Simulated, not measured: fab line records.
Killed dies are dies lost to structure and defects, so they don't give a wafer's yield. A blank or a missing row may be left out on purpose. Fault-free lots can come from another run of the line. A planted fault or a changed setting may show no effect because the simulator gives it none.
The tool behind it: which one? | flow berkeley cmos170 | 7 lots, 21 wafers sampled, at 2 steps of a route of 331

== WHAT THE GAUGES READ, wafer by wafer ==
UCB170_CONTACT_CD_MEAS_90 targets a cd of 700 nm.
lot  | measured     | on        | cd nm (nm)
L602 | day 7 03:13  | cd sem-02 | 699.6 699.6 697.7
L604 | day 7 08:34  | cd sem-01 | 699.0 699.4 697.4
L607 | day 8 00:19  | cd sem-02 | 698.8 698.5 700.0
L611 | day 9 08:29  | cd sem-02 | 704.3 701.5 701.3
L617 | day 11 00:21 | cd sem-01 | 702.2 699.2 699.0
L621 | day 11 18:01 | cd sem-01 | 703.3 699.6 699.3
L623 | day 11 18:47 | cd sem-01 | 700.3 699.2 701.1

== WHICH TOOL RAN EACH LOT (tool, then ch and the chambers of the sampled wafers, then the start) ==
lot  | UCB170_BACKSIDE_STRIP_03
L602 | plasma asher-04 ch 0,1, day 6 21:21
L604 | plasma asher-03 ch 1, day 7 01:28
L607 | plasma asher-03 ch 0,1, day 7 18:58
L611 | plasma asher-04 ch 0,1, day 9 01:59
L617 | plasma asher-01 ch 0,1, day 10 17:23
L621 | plasma asher-04 ch 0,1, day 11 09:17
L623 | plasma asher-04 ch 0,1, day 11 10:22
- UCB170_BACKSIDE_STRIP_03: strips in O2.

== THE ANSWER, worked out from the rows above alone ==
Rule: usual is defined by the lots themselves. The widest of any qualifying gaps counts: lots, ordered by their means at a reading, are off when they make up no more than a third of the lots, leave a main group of 4 or more, and stand apart from it by 3 or more times the standard deviation of that group's means. Not used: any main group whose means are identical at the precision the tables above print for the reading. Also off: a lot with no number at a reading for which 4 or more lots have one. Any other lot the step has rows for is counted as sound.
Across all readings shown, no lot is off: no conclusion can be drawn from this.

== WHAT THE SIMULATOR PUT IN ==
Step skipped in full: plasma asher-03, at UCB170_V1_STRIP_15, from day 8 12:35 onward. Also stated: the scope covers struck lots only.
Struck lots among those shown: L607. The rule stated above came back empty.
